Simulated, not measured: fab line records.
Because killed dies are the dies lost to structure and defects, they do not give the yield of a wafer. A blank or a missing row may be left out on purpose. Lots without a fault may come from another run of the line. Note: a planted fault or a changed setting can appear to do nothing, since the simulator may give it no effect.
fab line records || flow ritCmos
[record] {"lots": 6, "wafers": 18, "lastDay": 6}
route steps=202 shown NWELL@36 PWELL@39 M1@202
lots untouched by any fault: they come from a run of this same line in which no faults occurred
startH: hours from the record's first day to the start of the lot's first wafer shown || waitH: time in hours since the lot's previous step || " repeats the value in the row above || L1.1+2: a single row standing in for several wafers || - no value, or no start was given || * or withheld: withheld || < > ~ a bound
route shown NAME@n: a module of which the file shows steps, and the number in the route of the first || usual: mean/standard deviation of fault-free wafers || same: alike in all rows || chamber/n: place in a boat || sites: per-site readings || _std_site: the values' standard deviation || _edge_site: inner sites' mean taken away from outer sites' mean || radiusMm: how far each site lies from the wafer's centre || mask NAME#n: copy n || behind: the last tool/chamber to shape the wafer || hold: why the lot was held/for how many hours/how that ended || device: which transistor (n, p or np) failed to switch || end of line: the same wafers' tests at the end of the route || where a step has no rows: the recipe by itself || killed: dies that structure and defects cost at the first sort, which is not the same as the wafer's yield || map: a wafer's dies, x killed, . not, _ none there
set.NAME: the setting that was run; set.NAME@STEP: the one run at that earlier step || model.NAME: the simulator's own value behind a step, which no gauge read
certain route steps with their lots: each step a table, each wafer a row
services: the hour from which a tool's chamber was out of use, counted from the record's first day as startH (under 0 if before that day), plus the number of hours and why
[[steps]]
[step RIT_NWELL_IMPLANT_08]
[recipe] {"species": "P", "energyKev": 170, "doseCm2": 5e+13, "tiltDeg": 7}
[step RIT_NWELL_STRIP_09]
[recipe] {"chemistry": "O2", "timeS": 180, "resist": "NOVOLAK", "platenTempC": "withheld", "powerW": 500, "pressureMtorr": 4000, "o2FlowSccm": 4000}
[usual] {"drypumpMotorCurrentA": "5.5/0.55", "o2FlowSccm": "3999/12"}
{"lot.wafer": "L952.3", "tool": "plasmaAsher-03", "chamber": 0, "startH": 32.21, "waitH": 0.1, "drypumpMotorCurrentA": 5.6, "o2FlowSccm": 4009, "rfHoursCounterH": "-"}
{"lot.wafer": "L952.4", "tool": "plasmaAsher-03", "chamber": 1, "startH": 32.21, "waitH": 0.1, "drypumpMotorCurrentA": 5.6, "o2FlowSccm": 3990, "rfHoursCounterH": "-"}
{"lot.wafer": "L952.5", "tool": "plasmaAsher-03", "chamber": 1, "startH": 32.21, "waitH": 0.1, "drypumpMotorCurrentA": 5.6, "o2FlowSccm": 3985, "rfHoursCounterH": "-"}
{"lot.wafer": "L953.1", "tool": "plasmaAsher-01", "chamber": 0, "startH": 36.67, "waitH": 0.1, "drypumpMotorCurrentA": 4.9, "o2FlowSccm": 4008, "rfHoursCounterH": 39}
{"lot.wafer": "L953.2", "tool": "plasmaAsher-01", "chamber": 1, "startH": 36.67, "waitH": 0.1, "drypumpMotorCurrentA": 6.4, "o2FlowSccm": 3997, "rfHoursCounterH": 39}
{"lot.wafer": "L953.4", "tool": "plasmaAsher-01", "chamber": 1, "startH": 36.67, "waitH": 0.1, "drypumpMotorCurrentA": 6.4, "o2FlowSccm": 4006, "rfHoursCounterH": "-"}
{"lot.wafer": "L962.1", "tool": "plasmaAsher-01", "chamber": 0, "startH": 84.22, "waitH": 0.1, "drypumpMotorCurrentA": 4.9, "o2FlowSccm": 4004, "rfHoursCounterH": 44}
{"lot.wafer": "L962.2", "tool": "plasmaAsher-01", "chamber": 1, "startH": 84.22, "waitH": 0.1, "drypumpMotorCurrentA": 6.4, "o2FlowSccm": 4040, "rfHoursCounterH": 44}
{"lot.wafer": "L962.3", "tool": "plasmaAsher-01", "chamber": 1, "startH": 84.22, "waitH": 0.1, "drypumpMotorCurrentA": 6.3, "o2FlowSccm": 4020, "rfHoursCounterH": "-"}
{"lot.wafer": "L963.2", "tool": "plasmaAsher-01", "chamber": 0, "startH": 87.15, "waitH": 0.1, "drypumpMotorCurrentA": 4.9, "o2FlowSccm": 4003, "rfHoursCounterH": 44}
{"lot.wafer": "L963.3", "tool": "plasmaAsher-01", "chamber": 1, "startH": 87.15, "waitH": 0.1, "drypumpMotorCurrentA": 6.4, "o2FlowSccm": 4009, "rfHoursCounterH": "-"}
{"lot.wafer": "L963.5", "tool": "plasmaAsher-01", "chamber": 0, "startH": 87.15, "waitH": 0.1, "drypumpMotorCurrentA": 4.9, "o2FlowSccm": 4017, "rfHoursCounterH": "-"}
{"lot.wafer": "L967.1", "tool": "plasmaAsher-02", "chamber": 0, "startH": 108.63, "waitH": 0.1, "drypumpMotorCurrentA": 5.2, "o2FlowSccm": 3979, "rfHoursCounterH": 47}
{"lot.wafer": "L967.4", "tool": "plasmaAsher-02", "chamber": 1, "startH": 108.63, "waitH": 0.1, "drypumpMotorCurrentA": 4.6, "o2FlowSccm": 4007, "rfHoursCounterH": "-"}
{"lot.wafer": "L967.5", "tool": "plasmaAsher-02", "chamber": 0, "startH": 108.63, "waitH": 0.1, "drypumpMotorCurrentA": 5.2, "o2FlowSccm": 3989, "rfHoursCounterH": "-"}
{"lot.wafer": "L968.1", "tool": "plasmaAsher-01", "chamber": 1, "startH": 115.84, "waitH": 0.1, "drypumpMotorCurrentA": 6.4, "o2FlowSccm": 3992, "rfHoursCounterH": 47}
{"lot.wafer": "L968.2", "tool": "plasmaAsher-01", "chamber": 0, "startH": 115.84, "waitH": 0.1, "drypumpMotorCurrentA": 4.9, "o2FlowSccm": 3988, "rfHoursCounterH": 47}
{"lot.wafer": "L968.6", "tool": "plasmaAsher-01", "chamber": 1, "startH": 115.84, "waitH": 0.1, "drypumpMotorCurrentA": 6.4, "o2FlowSccm": 4008, "rfHoursCounterH": "-"}
[step RIT_NWELL_TW_MEAS_10]
[usual] {"NWELL_TW": "2144/18"}
{"lot.wafer": "L952.3", "tool": "filmMetro-01", "chamber": "-", "startH": 32.35, "waitH": 0.1, "NWELL_TW": 2117}
{"lot.wafer": "L952.4", "tool": "filmMetro-01", "chamber": "-", "startH": 32.35, "waitH": 0.1, "NWELL_TW": 2116}
{"lot.wafer": "L952.5", "tool": "filmMetro-01", "chamber": "-", "startH": 32.35, "waitH": 0.1, "NWELL_TW": 2127}
{"lot.wafer": "L953.1", "tool": "filmMetro-04", "chamber": "-", "startH": 36.84, "waitH": 0.1, "NWELL_TW": 2164}
{"lot.wafer": "L953.2", "tool": "filmMetro-04", "chamber": "-", "startH": 36.84, "waitH": 0.1, "NWELL_TW": 2180}
{"lot.wafer": "L953.4", "tool": "filmMetro-04", "chamber": "-", "startH": 36.84, "waitH": 0.1, "NWELL_TW": 2162}
{"lot.wafer": "L962.1", "tool": "filmMetro-01", "chamber": "-", "startH": 84.39, "waitH": 0.1, "NWELL_TW": 2126}
{"lot.wafer": "L962.2", "tool": "filmMetro-01", "chamber": "-", "startH": 84.39, "waitH": 0.1, "NWELL_TW": 2117}
{"lot.wafer": "L962.3", "tool": "filmMetro-01", "chamber": "-", "startH": 84.39, "waitH": 0.1, "NWELL_TW": 2112}
{"lot.wafer": "L963.2", "tool": "filmMetro-04", "chamber": "-", "startH": 87.33, "waitH": 0.1, "NWELL_TW": 2162}
{"lot.wafer": "L963.3", "tool": "filmMetro-04", "chamber": "-", "startH": 87.33, "waitH": 0.1, "NWELL_TW": 2169}
{"lot.wafer": "L963.5", "tool": "filmMetro-04", "chamber": "-", "startH": 87.33, "waitH": 0.1, "NWELL_TW": 2161}
{"lot.wafer": "L967.1", "tool": "filmMetro-01", "chamber": "-", "startH": 108.80, "waitH": 0.1, "NWELL_TW": 2129}
{"lot.wafer": "L967.4", "tool": "filmMetro-01", "chamber": "-", "startH": 108.80, "waitH": 0.1, "NWELL_TW": 2132}
{"lot.wafer": "L967.5", "tool": "filmMetro-01", "chamber": "-", "startH": 108.80, "waitH": 0.1, "NWELL_TW": 2146}
{"lot.wafer": "L968.1", "tool": "filmMetro-03", "chamber": "-", "startH": 116.01, "waitH": 0.1, "NWELL_TW": 2146}
{"lot.wafer": "L968.2", "tool": "filmMetro-03", "chamber": "-", "startH": 116.01, "waitH": 0.1, "NWELL_TW": 2148}
{"lot.wafer": "L968.6", "tool": "filmMetro-03", "chamber": "-", "startH": 116.01, "waitH": 0.1, "NWELL_TW": 2166}
[step RIT_PWELL_HMDS_00]
[recipe] {"primeTimeS": 60, "primeTempC": 140}
[step RIT_PWELL_COAT_01]
[recipe] {"resist": "NOVOLAK", "spinRpm": 2000, "resistThkNm": 1300}
[step RIT_PWELL_SOFTBAKE_02]
[recipe] {"resist": "NOVOLAK", "tempC": 90, "timeS": 61.06}
[usual] {"plateSensorTCentreC": "90.97/0.0088", "plateSensorTEdgeC": "91.020/0.0092", "softbakeTempC": "89.99/0.12"}
{"lot.wafer": "L952.3", "tool": "lithoTrack-03", "chamber": 0, "startH": 32.74, "waitH": 0.1, "plateSensorTCentreC": 90.974, "plateSensorTEdgeC": 91.025, "softbakeTempC": 89.94}
{"lot.wafer": "L952.4", "tool": "lithoTrack-03", "chamber": 0, "startH": 32.74, "waitH": 0.1, "plateSensorTCentreC": 90.957, "plateSensorTEdgeC": 91.028, "softbakeTempC": 90.03}
{"lot.wafer": "L952.5", "tool": "lithoTrack-03", "chamber": 0, "startH": 32.74, "waitH": 0.1, "plateSensorTCentreC": 90.965, "plateSensorTEdgeC": 91.011, "softbakeTempC": 89.87}
{"lot.wafer": "L953.1", "tool": "lithoTrack-01", "chamber": 0, "startH": 37.20, "waitH": 0.1, "plateSensorTCentreC": 90.967, "plateSensorTEdgeC": 91.032, "softbakeTempC": 90.16}
{"lot.wafer": "L953.2", "tool": "lithoTrack-01", "chamber": 0, "startH": 37.20, "waitH": 0.1, "plateSensorTCentreC": 90.971, "plateSensorTEdgeC": 91.014, "softbakeTempC": 89.96}
{"lot.wafer": "L953.4", "tool": "lithoTrack-01", "chamber": 0, "startH": 37.20, "waitH": 0.1, "plateSensorTCentreC": 90.97, "plateSensorTEdgeC": 91.027, "softbakeTempC": 90.07}
{"lot.wafer": "L962.1", "tool": "lithoTrack-03", "chamber": 0, "startH": 84.75, "waitH": 0.1, "plateSensorTCentreC": 90.973, "plateSensorTEdgeC": 91.015, "softbakeTempC": 90.06}
{"lot.wafer": "L962.2", "tool": "lithoTrack-03", "chamber": 0, "startH": 84.75, "waitH": 0.1, "plateSensorTCentreC": 90.96, "plateSensorTEdgeC": 91.016, "softbakeTempC": 89.90}
{"lot.wafer": "L962.3", "tool": "lithoTrack-03", "chamber": 0, "startH": 84.75, "waitH": 0.1, "plateSensorTCentreC": 90.966, "plateSensorTEdgeC": 91.022, "softbakeTempC": 89.94}
{"lot.wafer": "L963.2", "tool": "lithoTrack-01", "chamber": 0, "startH": 87.71, "waitH": 0.1, "plateSensorTCentreC": 90.965, "plateSensorTEdgeC": 91.025, "softbakeTempC": 89.84}
{"lot.wafer": "L963.3", "tool": "lithoTrack-01", "chamber": 0, "startH": 87.71, "waitH": 0.1, "plateSensorTCentreC": 90.977, "plateSensorTEdgeC": 91.011, "softbakeTempC": 90.13}
{"lot.wafer": "L963.5", "tool": "lithoTrack-01", "chamber": 0, "startH": 87.71, "waitH": 0.1, "plateSensorTCentreC": 90.966, "plateSensorTEdgeC": 91.015, "softbakeTempC": 89.86}
{"lot.wafer": "L967.1", "tool": "lithoTrack-02", "chamber": 0, "startH": 109.16, "waitH": 0.1, "plateSensorTCentreC": 90.962, "plateSensorTEdgeC": 91.033, "softbakeTempC": 89.89}
{"lot.wafer": "L967.4", "tool": "lithoTrack-02", "chamber": 0, "startH": 109.16, "waitH": 0.1, "plateSensorTCentreC": 90.976, "plateSensorTEdgeC": 91.017, "softbakeTempC": 90.12}
{"lot.wafer": "L967.5", "tool": "lithoTrack-02", "chamber": 0, "startH": 109.16, "waitH": 0.1, "plateSensorTCentreC": 90.98, "plateSensorTEdgeC": 91.037, "softbakeTempC": 90.09}
{"lot.wafer": "L968.1", "tool": "lithoTrack-01", "chamber": 0, "startH": 116.37, "waitH": 0.1, "plateSensorTCentreC": 90.967, "plateSensorTEdgeC": 91.024, "softbakeTempC": 90.00}
{"lot.wafer": "L968.2", "tool": "lithoTrack-01", "chamber": 0, "startH": 116.37, "waitH": 0.1, "plateSensorTCentreC": 90.968, "plateSensorTEdgeC": 91.024, "softbakeTempC": 89.90}
{"lot.wafer": "L968.6", "tool": "lithoTrack-01", "chamber": 0, "startH": 116.37, "waitH": 0.1, "plateSensorTCentreC": 90.965, "plateSensorTEdgeC": 91.021, "softbakeTempC": 89.95}
[step RIT_PWELL_EXPOSE_03]
[recipe] {"maskId": "M3", "na": 0.57, "targetCdNm": 43700, "doseMj": 250}
[step RIT_PWELL_PEB_04]
[recipe] {"resist": "NOVOLAK", "tempC": "withheld", "timeS": "withheld"}
[step RIT_PWELL_DEVELOP_05]
[recipe] {"resist": "NOVOLAK", "developTimeS": 68, "devTempC": 22.57}
[step RIT_PWELL_OVL_MEAS_06]
[usual] {"PWELL_OVL": "0.4/0.96"}
{"lot.wafer": "L952.3", "tool": "overlay-02", "chamber": "-", "startH": 33.41, "waitH": "-", "PWELL_OVL[nm]": -0.9}
{"lot.wafer": "L952.4", "tool": "overlay-02", "chamber": "-", "startH": 33.41, "waitH": "-", "PWELL_OVL[nm]": -0.9}
{"lot.wafer": "L952.5", "tool": "overlay-02", "chamber": "-", "startH": 33.41, "waitH": "-", "PWELL_OVL[nm]": -0.3}
{"lot.wafer": "L953.1", "tool": "overlay-01", "chamber": "-", "startH": 37.78, "waitH": "-", "PWELL_OVL[nm]": 0.1}
{"lot.wafer": "L953.2", "tool": "overlay-01", "chamber": "-", "startH": 37.78, "waitH": "-", "PWELL_OVL[nm]": -0.3}
{"lot.wafer": "L953.4", "tool": "overlay-01", "chamber": "-", "startH": 37.78, "waitH": "-", "PWELL_OVL[nm]": 0.3}
{"lot.wafer": "L962.1", "tool": "overlay-01", "chamber": "-", "startH": 85.33, "waitH": "-", "PWELL_OVL[nm]": -0.8}
{"lot.wafer": "L962.2", "tool": "overlay-01", "chamber": "-", "startH": 85.33, "waitH": "-", "PWELL_OVL[nm]": 0.6}
{"lot.wafer": "L962.3", "tool": "overlay-01", "chamber": "-", "startH": 85.33, "waitH": "-", "PWELL_OVL[nm]": -0.2}
{"lot.wafer": "L963.2", "tool": "overlay-02", "chamber": "-", "startH": 88.27, "waitH": "-", "PWELL_OVL[nm]": -0.5}
{"lot.wafer": "L963.3", "tool": "overlay-02", "chamber": "-", "startH": 88.27, "waitH": "-", "PWELL_OVL[nm]": 1.5}
{"lot.wafer": "L963.5", "tool": "overlay-02", "chamber": "-", "startH": 88.27, "waitH": "-", "PWELL_OVL[nm]": 1.5}
{"lot.wafer": "L967.1", "tool": "overlay-01", "chamber": "-", "startH": 109.74, "waitH": "-", "PWELL_OVL[nm]": 0.3}
{"lot.wafer": "L967.4", "tool": "overlay-01", "chamber": "-", "startH": 109.74, "waitH": "-", "PWELL_OVL[nm]": 0.4}
{"lot.wafer": "L967.5", "tool": "overlay-01", "chamber": "-", "startH": 109.74, "waitH": "-", "PWELL_OVL[nm]": 0.5}
{"lot.wafer": "L968.1", "tool": "overlay-02", "chamber": "-", "startH": 117.08, "waitH": "-", "PWELL_OVL[nm]": -0.3}
{"lot.wafer": "L968.2", "tool": "overlay-02", "chamber": "-", "startH": 117.08, "waitH": "-", "PWELL_OVL[nm]": -0.1}
{"lot.wafer": "L968.6", "tool": "overlay-02", "chamber": "-", "startH": 117.08, "waitH": "-", "PWELL_OVL[nm]": 1.1}
[step RIT_PWELL_HARDBAKE_07]
[recipe] {"resist": "NOVOLAK", "tempC": 140, "timeS": 120}
[step RIT_PWELL_IMPLANT_08]
[recipe] {"species": "B", "energyKev": 170, "doseCm2": 7e+13, "tiltDeg": 7}
[step RIT_PWELL_STRIP_09]
[recipe] {"chemistry": "O2", "timeS": 180, "resist": "NOVOLAK", "platenTempC": "withheld", "powerW": 500, "pressureMtorr": 4000, "o2FlowSccm": 4000}
[usual] {"drypumpMotorCurrentA": "5.4/0.67", "o2FlowSccm": "4002/12"}
{"lot.wafer": "L952.3", "tool": "plasmaAsher-02", "chamber": 0, "startH": 33.89, "waitH": 0.1, "drypumpMotorCurrentA": 5.1, "o2FlowSccm": 4014, "rfHoursCounterH": "-"}
{"lot.wafer": "L952.4", "tool": "plasmaAsher-02", "chamber": 1, "startH": 33.89, "waitH": 0.1, "drypumpMotorCurrentA": 4.6, "o2FlowSccm": 3990, "rfHoursCounterH": "-"}
{"lot.wafer": "L952.5", "tool": "plasmaAsher-02", "chamber": 1, "startH": 33.89, "waitH": 0.1, "drypumpMotorCurrentA": 4.6, "o2FlowSccm": 4000, "rfHoursCounterH": "-"}
{"lot.wafer": "L953.1", "tool": "plasmaAsher-02", "chamber": 1, "startH": 38.22, "waitH": 0.1, "drypumpMotorCurrentA": 4.7, "o2FlowSccm": 4009, "rfHoursCounterH": 40}
{"lot.wafer": "L953.2", "tool": "plasmaAsher-02", "chamber": 0, "startH": 38.22, "waitH": 0.1, "drypumpMotorCurrentA": 5.1, "o2FlowSccm": 4002, "rfHoursCounterH": 40}
{"lot.wafer": "L953.4", "tool": "plasmaAsher-02", "chamber": 0, "startH": 38.22, "waitH": 0.1, "drypumpMotorCurrentA": 5.1, "o2FlowSccm": 4025, "rfHoursCounterH": "-"}
{"lot.wafer": "L962.1", "tool": "plasmaAsher-02", "chamber": 0, "startH": 85.77, "waitH": 0.1, "drypumpMotorCurrentA": 5.1, "o2FlowSccm": 4009, "rfHoursCounterH": 45}
{"lot.wafer": "L962.2", "tool": "plasmaAsher-02", "chamber": 1, "startH": 85.77, "waitH": 0.1, "drypumpMotorCurrentA": 4.7, "o2FlowSccm": 3193, "rfHoursCounterH": 45}
{"lot.wafer": "L962.3", "tool": "plasmaAsher-02", "chamber": 1, "startH": 85.77, "waitH": 0.1, "drypumpMotorCurrentA": 4.6, "o2FlowSccm": 3194, "rfHoursCounterH": "-"}
{"lot.wafer": "L963.2", "tool": "plasmaAsher-02", "chamber": 1, "startH": 88.70, "waitH": 0.1, "drypumpMotorCurrentA": 4.7, "o2FlowSccm": 3215, "rfHoursCounterH": 45}
{"lot.wafer": "L963.3", "tool": "plasmaAsher-02", "chamber": 1, "startH": 88.70, "waitH": 0.1, "drypumpMotorCurrentA": 4.6, "o2FlowSccm": 3215, "rfHoursCounterH": "-"}
{"lot.wafer": "L963.5", "tool": "plasmaAsher-02", "chamber": 0, "startH": 88.70, "waitH": 0.1, "drypumpMotorCurrentA": 5.2, "o2FlowSccm": 4002, "rfHoursCounterH": "-"}
{"lot.wafer": "L967.1", "tool": "plasmaAsher-04", "chamber": 0, "startH": 110.18, "waitH": 0.1, "drypumpMotorCurrentA": 6.3, "o2FlowSccm": 4010, "rfHoursCounterH": 33}
{"lot.wafer": "L967.4", "tool": "plasmaAsher-04", "chamber": 0, "startH": 110.18, "waitH": 0.1, "drypumpMotorCurrentA": 6.3, "o2FlowSccm": 3993, "rfHoursCounterH": "-"}
{"lot.wafer": "L967.5", "tool": "plasmaAsher-04", "chamber": 1, "startH": 110.18, "waitH": 0.1, "drypumpMotorCurrentA": 5.9, "o2FlowSccm": 4017, "rfHoursCounterH": "-"}
{"lot.wafer": "L968.1", "tool": "plasmaAsher-01", "chamber": 0, "startH": 117.51, "waitH": 0.1, "drypumpMotorCurrentA": 4.9, "o2FlowSccm": 4001, "rfHoursCounterH": 48}
{"lot.wafer": "L968.2", "tool": "plasmaAsher-01", "chamber": 1, "startH": 117.51, "waitH": 0.1, "drypumpMotorCurrentA": 6.4, "o2FlowSccm": 4005, "rfHoursCounterH": 48}
{"lot.wafer": "L968.6", "tool": "plasmaAsher-01", "chamber": 0, "startH": 117.51, "waitH": 0.1, "drypumpMotorCurrentA": 4.9, "o2FlowSccm": 4009, "rfHoursCounterH": "-"}
[step RIT_PWELL_TW_MEAS_10]
[usual] {"PWELL_TW": "951/7.4"}
{"lot.wafer": "L952.3", "tool": "filmMetro-04", "chamber": "-", "startH": 34.03, "waitH": 0.1, "PWELL_TW": 960}
{"lot.wafer": "L952.4", "tool": "filmMetro-04", "chamber": "-", "startH": 34.03, "waitH": 0.1, "PWELL_TW": 962}
{"lot.wafer": "L952.5", "tool": "filmMetro-04", "chamber": "-", "startH": 34.03, "waitH": 0.1, "PWELL_TW": 966}
{"lot.wafer": "L953.1", "tool": "filmMetro-04", "chamber": "-", "startH": 38.39, "waitH": 0.1, "PWELL_TW": 959}
{"lot.wafer": "L953.2", "tool": "filmMetro-04", "chamber": "-", "startH": 38.39, "waitH": 0.1, "PWELL_TW": 962}
{"lot.wafer": "L953.4", "tool": "filmMetro-04", "chamber": "-", "startH": 38.39, "waitH": 0.1, "PWELL_TW": 962}
{"lot.wafer": "L962.1", "tool": "filmMetro-04", "chamber": "-", "startH": 85.95, "waitH": 0.1, "PWELL_TW": 957}
{"lot.wafer": "L962.2", "tool": "filmMetro-04", "chamber": "-", "startH": 85.95, "waitH": 0.1, "PWELL_TW": 961}
{"lot.wafer": "L962.3", "tool": "filmMetro-04", "chamber": "-", "startH": 85.95, "waitH": 0.1, "PWELL_TW": 957}
{"lot.wafer": "L963.2", "tool": "filmMetro-01", "chamber": "-", "startH": 88.89, "waitH": 0.1, "PWELL_TW": 941}
{"lot.wafer": "L963.3", "tool": "filmMetro-01", "chamber": "-", "startH": 88.89, "waitH": 0.1, "PWELL_TW": 942}
{"lot.wafer": "L963.5", "tool": "filmMetro-01", "chamber": "-", "startH": 88.89, "waitH": 0.1, "PWELL_TW": 944}
{"lot.wafer": "L967.1", "tool": "filmMetro-01", "chamber": "-", "startH": 110.35, "waitH": 0.1, "PWELL_TW": 940}
{"lot.wafer": "L967.4", "tool": "filmMetro-01", "chamber": "-", "startH": 110.35, "waitH": 0.1, "PWELL_TW": 946}
{"lot.wafer": "L967.5", "tool": "filmMetro-01", "chamber": "-", "startH": 110.35, "waitH": 0.1, "PWELL_TW": 943}
{"lot.wafer": "L968.1", "tool": "filmMetro-04", "chamber": "-", "startH": 117.69, "waitH": 0.1, "PWELL_TW": 958}
{"lot.wafer": "L968.2", "tool": "filmMetro-04", "chamber": "-", "startH": 117.69, "waitH": 0.1, "PWELL_TW": 960}
{"lot.wafer": "L968.6", "tool": "filmMetro-04", "chamber": "-", "startH": 117.69, "waitH": 0.1, "PWELL_TW": 958}
[step RIT_M1_PROBE_99]
[usual] {"killedAtContacts": "0.1/0.28", "killedAtFrontEnd": "7.0/2.9", "killedDies": "7.0/2.9", "killedOpen": "3.4/2.1", "killedShort": "3.6/1.7"}
[same] {"grossDies": 264, "killed_at_M0_to_M3": 0, "killed_at_M4_up": 0, "killedAtBackSide": 0, "killedAtOther": 0}
{"lot.wafer": "L953.1", "tool": "prober-01", "chamber": "-", "startH": 72.36, "waitH": 0.1, "killedAtContacts": 0, "killedAtFrontEnd": 5, "killedDies": 5, "killedOpen": 3, "killedShort": 2}
{"lot.wafer": "L953.2", "tool": "prober-01", "chamber": "-", "startH": 72.41, "waitH": 0.1, "killedAtContacts": 1, "killedAtFrontEnd": 6, "killedDies": 7, "killedOpen": 4, "killedShort": 3}
{"lot.wafer": "L953.4", "tool": "prober-01", "chamber": "-", "startH": 72.51, "waitH": 0.2, "killedAtContacts": 0, "killedAtFrontEnd": 9, "killedDies": 9, "killedOpen": 4, "killedShort": 5}
{"lot.wafer": "L962.1", "tool": "prober-01", "chamber": "-", "startH": 121.03, "waitH": 0.1, "killedAtContacts": 0, "killedAtFrontEnd": 6, "killedDies": 6, "killedOpen": 3, "killedShort": 3}
{"lot.wafer": "L962.2", "tool": "prober-01", "chamber": "-", "startH": 121.08, "waitH": 0.1, "killedAtContacts": 0, "killedAtFrontEnd": 4, "killedDies": 4, "killedOpen": 2, "killedShort": 2}
{"lot.wafer": "L962.3", "tool": "prober-01", "chamber": "-", "startH": 121.13, "waitH": 0.2, "killedAtContacts": 1, "killedAtFrontEnd": 9, "killedDies": 10, "killedOpen": 5, "killedShort": 5}
{"lot.wafer": "L963.2", "tool": "prober-02", "chamber": "-", "startH": 128.97, "waitH": 0.1, "killedAtContacts": 0, "killedAtFrontEnd": 5, "killedDies": 5, "killedOpen": 1, "killedShort": 4}
{"lot.wafer": "L963.3", "tool": "prober-02", "chamber": "-", "startH": 129.02, "waitH": 0.2, "killedAtContacts": 0, "killedAtFrontEnd": 9, "killedDies": 9, "killedOpen": 5, "killedShort": 4}
{"lot.wafer": "L963.5", "tool": "prober-02", "chamber": "-", "startH": 129.12, "waitH": 0.2, "killedAtContacts": 0, "killedAtFrontEnd": 5, "killedDies": 5, "killedOpen": 2, "killedShort": 3}
{"lot.wafer": "L968.1", "tool": "prober-02", "chamber": "-", "startH": 155.54, "waitH": 0.1, "killedAtContacts": 0, "killedAtFrontEnd": 7, "killedDies": 7, "killedOpen": 4, "killedShort": 3}
{"lot.wafer": "L968.2", "tool": "prober-02", "chamber": "-", "startH": 155.59, "waitH": 0.1, "killedAtContacts": 0, "killedAtFrontEnd": 3, "killedDies": 3, "killedOpen": 0, "killedShort": 3}
{"lot.wafer": "L968.6", "tool": "prober-02", "chamber": "-", "startH": 155.79, "waitH": 0.2, "killedAtContacts": 1, "killedAtFrontEnd": 3, "killedDies": 4, "killedOpen": 2, "killedShort": 2}
// killed by level:class
L953.1 FOX1:geometricParticle:short=1 GATE:geometricParticle:short=1 GATE:geometricParticle:open=1 REOX:geometricParticle:open=1 SILICIDE:geometricParticle:open=1
L953.2 FOX1:geometricParticle:short=3 GATE:geometricParticle:open=1 REOX:geometricParticle:open=1 SILICIDE:geometricParticle:open=1 CONTACT:geometricParticle:open=1
L953.4 FOX1:geometricParticle:short=3 GATE:geometricParticle:open=3 GATE:geometricParticle:short=2 SILICIDE:geometricParticle:open=1
L962.1 GATE:geometricParticle:open=2 FOX1:geometricParticle:short=1 GATE:geometricParticle:short=1 REOX:geometricParticle:open=1 SPACER:geometricParticle:short=1
L962.2 GATE:geometricParticle:short=1 GATE:geometricParticle:open=1 REOX:geometricParticle:short=1 REOX:geometricParticle:open=1
L962.3 GATE:geometricParticle:short=2 GATE:geometricParticle:open=2 ACTIVE:geometricParticle:open=1 FOX1:geometricParticle:short=1 FOX1:geometricParticle:open=1 REOX:geometricParticle:open=1 SPACER:geometricParticle:short=1 CONTACT:geometricParticle:short=1
L963.2 FOX1:geometricParticle:short=3 GATE:geometricParticle:short=1 SILICIDE:geometricParticle:open=1
L963.3 REOX:geometricParticle:short=2 SPACER:geometricParticle:open=2 FOX1:geometricParticle:short=1 FOX1:geometricParticle:open=1 GATE:geometricParticle:short=1 REOX:geometricParticle:open=1 SILICIDE:geometricParticle:open=1
L963.5 SILICIDE:geometricParticle:short=2 FOX1:geometricParticle:open=1 FOX1:geometricParticle:short=1 GATE:geometricParticle:open=1
L968.1 FOX2:geometricParticle:open=2 GATE:geometricParticle:short=2 FOX2:geometricParticle:short=1 GATE:geometricParticle:open=1 SPACER:geometricParticle:open=1
L968.2 REOX:geometricParticle:short=1 SPACER:geometricParticle:short=1 SILICIDE:geometricParticle:short=1
L968.6 FOX1:geometricParticle:short=1 GATE:geometricParticle:short=1 GATE:geometricParticle:open=1 CONTACT:geometricParticle:open=1
[[services]]
{"tool": "plasmaAsher-02", "chamber": "-", "startH": 108.80, "hours": 9.0, "kind": "pm"}
{"tool": "plasmaAsher-02", "chamber": 0, "startH": 108.80, "hours": 9.0, "kind": "ventCycle"}
{"tool": "plasmaAsher-02", "chamber": 1, "startH": 108.80, "hours": 9.0, "kind": "ventCycle"}
[[key]]
[firstSign] {"step": "RIT_PWELL_STRIP_09", "reading": "o2FlowSccm", "direction": "down", "sigmas": 66, "usual": 4002, "struck": 3204}
effect none on later readings
metAt RIT_PWELL_STRIP_09
struckWafers L962.2,L962.3,L963.2,L963.3
testerLeftOut L962,L963
onsetBetween 38.22 85.77
[fault] {"kind": "processParameterDrift", "tool": "plasmaAsher-02", "chamber": 1, "onsetH": 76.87, "steps": "RIT_PWELL_STRIP_09", "channel": "o2FlowSccm", "offset": -800, "shape": "step", "endH": 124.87, "actsIn": "theseRecipesOnly", "stated": 4000}
// testerLeftOut: of these lots the tester's yield and bins aren't shown, on N5 and GAA mostly nor the transistor test; their killed dies are dies lost to structure and defects alone, not to doping, threshold or leakage, so they don't give the yield
